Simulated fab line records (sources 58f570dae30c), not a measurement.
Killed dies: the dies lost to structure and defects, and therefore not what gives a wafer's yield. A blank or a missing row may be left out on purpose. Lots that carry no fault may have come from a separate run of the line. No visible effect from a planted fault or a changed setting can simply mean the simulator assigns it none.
Which tool was responsible? | flow berkeley cmos170 | 14 lots with 42 wafers sampled at 6 steps, on a route of 331 steps

## WHAT THE GAUGES READ, wafer by wafer
UCB170_ACTIVE_OVL_MEAS_14.
lot  | measured    | on         | ACTIVE_OVL (nm)
L662 | day 3 14:28 | overlay-02 | 15 7 7
L663 | day 4 03:03 | overlay-01 | 1 -11 -1
L665 | day 4 08:55 | overlay-01 | 4 1 2
L666 | day 4 21:46 | overlay-01 | -3 -2 1
L667 | day 5 03:40 | overlay-02 | 3 2 3
L668 | day 5 03:23 | overlay-02 | 6 2 2
L671 | day 5 23:54 | overlay-02 | -5 -6 -9
L670 | day 5 23:42 | overlay-01 | -9 -9 -6
L674 | day 6 10:17 | overlay-02 | -5 -6 1
L675 | day 6 10:14 | overlay-02 | -2 -8 -4
L676 | day 6 23:53 | overlay-02 | 0 3 3
L682 | day 8 10:24 | overlay-01 | -9 -12 -4
L683 | day 8 15:53 | overlay-01 | -6 -4 0
L685 | day 8 22:25 | overlay-01 | -1 7 4

UCB170_M3_RS_MEAS_02: measures by four-point-probe.
lot  | measured     | on            | M3_AL_RS (ohm/sq)
L662 | day 6 21:17  | film metro-02 | 0.0323 0.0330 0.0323
L663 | day 7 14:02  | film metro-02 | 0.0316 0.0323 0.0315
L665 | day 8 06:31  | film metro-03 | 0.0321 0.0317 0.0320
L666 | day 8 07:01  | film metro-03 | 0.0320 0.0317 0.0326
L667 | day 8 06:43  | film metro-02 | 0.0314 0.0319 0.0321
L668 | day 8 07:17  | film metro-03 | 0.0323 0.0319 0.0315
L671 | day 9 11:02  | film metro-01 | 0.0319 0.0316 0.0319
L670 | day 9 10:25  | film metro-01 | 0.0321 0.0328 0.0332
L674 | day 9 22:56  | film metro-03 | 0.0346 0.0344 0.0346
L675 | day 9 18:50  | film metro-03 | 0.0320 0.0318 0.0323
L676 | day 10 16:32 | film metro-01 | 0.0351 0.0349 0.0352
L682 | day 11 22:26 | film metro-01 | 0.0328 0.0326 0.0331
L683 | day 12 08:32 | film metro-01 | 0.0319 0.0309 0.0320
L685 | day 12 05:08 | film metro-01 | 0.0327 0.0328 0.0327

UCB170_M3_THK_MEAS_03: measures by xrf.
lot  | measured     | on            | M3_AL_THK (nm)
L662 | day 6 21:25  | film metro-02 | 889 874 894
L663 | day 7 14:09  | film metro-02 | 907 887 911
L665 | day 8 06:36  | film metro-03 | 887 903 894
L666 | day 8 07:08  | film metro-03 | 896 898 871
L667 | day 8 06:50  | film metro-02 | 914 894 898
L668 | day 8 07:24  | film metro-03 | 888 895 900
L671 | day 9 11:08  | film metro-01 | 905 915 906
L670 | day 9 10:31  | film metro-01 | 899 883 867
L674 | day 9 23:02  | film metro-03 | 833 836 835
L675 | day 9 18:56  | film metro-03 | 896 904 887
L676 | day 10 16:39 | film metro-01 | 820 827 821
L682 | day 11 22:32 | film metro-01 | 884 890 877
L683 | day 12 08:39 | film metro-01 | 911 939 906
L685 | day 12 05:15 | film metro-01 | 884 877 889

## EACH LOT AND THE TOOL THAT RAN IT (in order: tool; ch and the chambers of the sampled wafers; start)
lot  | UCB170_PWELL_STRIP_16               | UCB170_SDANNEAL_RTA_01           | UCB170_M3_SPUTTER_01
L662 | plasma asher-03 ch 0,1, day 2 13:46 | rtp anneal-02 ch 0, day 6 01:01  | pvd sputter-01, day 6 21:13
L663 | plasma asher-01 ch 0,1, day 2 21:54 | rtp anneal-02 ch 0, day 6 14:58  | pvd sputter-04, day 7 13:56
L665 | plasma asher-01 ch 0,1, day 3 08:46 | rtp anneal-01 ch 0, day 7 05:02  | pvd sputter-03, day 8 06:22
L666 | plasma asher-03 ch 0,1, day 3 17:25 | rtp anneal-02 ch 0, day 7 05:44  | pvd sputter-01, day 8 06:55
L667 | plasma asher-01 ch 0,1, day 4 00:11 | rtp anneal-02 ch 0, day 7 05:14  | pvd sputter-04, day 8 06:38
L668 | plasma asher-04 ch 0,1, day 4 03:42 | rtp anneal-01 ch 0, day 7 05:29  | pvd sputter-03, day 8 07:12
L671 | plasma asher-04 ch 0,1, day 4 19:40 | rtp anneal-02 ch 0, day 8 14:28  | pvd sputter-01, day 9 10:55
L670 | plasma asher-03 ch 0,1, day 4 19:54 | rtp anneal-01 ch 0, day 8 14:41  | pvd sputter-03, day 9 10:19
L674 | plasma asher-01 ch 0,1, day 5 11:16 | rtp anneal-02 ch 0, day 8 23:58  | pvd sputter-01, day 9 22:50
L675 | plasma asher-01 ch 0,1, day 5 15:28 | rtp anneal-01 ch 0, day 8 23:28  | pvd sputter-01, day 9 18:44
L676 | plasma asher-01 ch 0,1, day 6 01:41 | rtp anneal-01 ch 0, day 9 16:55  | pvd sputter-01, day 10 16:27
L682 | plasma asher-04 ch 0,1, day 7 02:46 | rtp anneal-02 ch 0, day 10 22:14 | pvd sputter-03, day 11 22:20
L683 | plasma asher-04 ch 0,1, day 7 08:04 | rtp anneal-01 ch 0, day 11 08:04 | pvd sputter-04, day 12 08:27
L685 | plasma asher-03 ch 0,1, day 7 16:31 | rtp anneal-01 ch 0, day 11 11:04 | pvd sputter-03, day 12 05:02
- UCB170_PWELL_STRIP_16: strips in O2.
- UCB170_SDANNEAL_RTA_01: time 5 s.
- UCB170_M3_SPUTTER_01: material Al, target thk 900 nm, time 120 s.

## WHAT THE TOOLS THEMSELVES READ (means of the sampled wafers that have a number; where no wafer has one, the mark that the record gives instead)
UCB170_PWELL_STRIP_16.
lot  | tool            | drypump motor current A (A) | oes product au (a.u.) | strip time to endpoint s (s)
L662 | plasma asher-03 | 5.59                        | 0.721                 | 18.08
L663 | plasma asher-01 | 5.45                        | 0.715                 | 18.12
L665 | plasma asher-01 | 5.40                        | 0.721                 | 18.01
L666 | plasma asher-03 | 5.64                        | 0.721                 | 18.20
L667 | plasma asher-01 | 5.43                        | 0.721                 | 18.06
L668 | plasma asher-04 | 5.50                        | 0.723                 | 18.16
L671 | plasma asher-04 | 5.78                        | 0.726                 | 18.00
L670 | plasma asher-03 | 5.53                        | 0.720                 | 18.07
L674 | plasma asher-01 | 5.40                        | 0.720                 | 17.96
L675 | plasma asher-01 | 5.39                        | 0.723                 | 18.06
L676 | plasma asher-01 | 5.47                        | 0.716                 | 18.14
L682 | plasma asher-04 | 5.50                        | 0.727                 | 17.96
L683 | plasma asher-04 | 5.77                        | 0.724                 | 18.03
L685 | plasma asher-03 | 5.52                        | 0.723                 | 17.97

UCB170_SDANNEAL_RTA_01.
lot  | tool          | chamber o2 ppm | lamp power pct (%) | wafer_temp_C_max
L662 | rtp anneal-02 | 2.030          | 42                 | 1055.2
L663 | rtp anneal-02 | 2.006          | 42                 | 1055.0
L665 | rtp anneal-01 | 2.011          | 32                 | 1055.9
L666 | rtp anneal-02 | 2.003          | 42                 | 1055.2
L667 | rtp anneal-02 | 2.013          | 42                 | 1055.2
L668 | rtp anneal-01 | 2.008          | 32                 | 1055.8
L671 | rtp anneal-02 | 1.991          | 42                 | 1054.8
L670 | rtp anneal-01 | 2.005          | 32                 | 1055.3
L674 | rtp anneal-02 | 2.003          | 42                 | 1055.9
L675 | rtp anneal-01 | 2.029          | 32                 | 1056.4
L676 | rtp anneal-01 | 2.019          | 32                 | 1056.0
L682 | rtp anneal-02 | 2.000          | 42                 | 1054.7
L683 | rtp anneal-01 | 2.006          | 32                 | 1056.0
L685 | rtp anneal-01 | 2.002          | 32                 | 1055.7

UCB170_M3_SPUTTER_01.
lot  | tool           | throttle valve pct (%)
L662 | pvd sputter-01 | 29.7
L663 | pvd sputter-04 | 29.4
L665 | pvd sputter-03 | 29.9
L666 | pvd sputter-01 | 29.3
L667 | pvd sputter-04 | 29.5
L668 | pvd sputter-03 | 29.9
L671 | pvd sputter-01 | 29.2
L670 | pvd sputter-03 | 29.5
L674 | pvd sputter-01 | 29.2
L675 | pvd sputter-01 | 29.6
L676 | pvd sputter-01 | 30.0
L682 | pvd sputter-03 | 29.7
L683 | pvd sputter-04 | 29.6
L685 | pvd sputter-03 | 29.6

## THE ANSWER, worked out from the rows above alone
Rule: the lots themselves supply what counts as usual. Put in order of their means at a reading, lots are off if they are a third of the lots or fewer, leave a main group of 4 or more, and stand apart from it by a gap of 3 or more times the standard deviation of the main group's means; of several such gaps the widest counts. If all means in a main group match to the digits the tables above print for the reading, that group is not used. Also off: a lot with no number at a reading for which 4 or more lots have one. Any other lot the step has rows for is counted as sound. Order of review: gauges by route order, followed by the tools' own readings, for which a lot's mean as printed above is used. The first step at which some lot is off is used, and at that step the reading that is off furthest; a lot without a number counts as furthest.
Off: L674, L676, seen at UCB170_M3_RS_MEAS_02 (M3_AL_RS). The main group: mean 0.0321 ohm/sq, standard deviation 0.00041.
A tool fits if, at a process step before that reading, it ran every lot that is off, and no sound lot after the first of them. Those tools and the gauges at UCB170_M3_RS_MEAS_02 are tried in the same way. One fits: UCB170_M3_SPUTTER_01 on pvd sputter-01. A fault onset in the window from L675 (day 9 18:44, its last sound lot) to L674 (day 9 22:50, its first lot off) fits.

## WHAT THE SIMULATOR PUT IN
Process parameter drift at UCB170_M3_SPUTTER_01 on pvd sputter-01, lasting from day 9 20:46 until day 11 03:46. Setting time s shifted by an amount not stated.
Shown lots that were struck: L674, L676. The rule above reached the same finding.
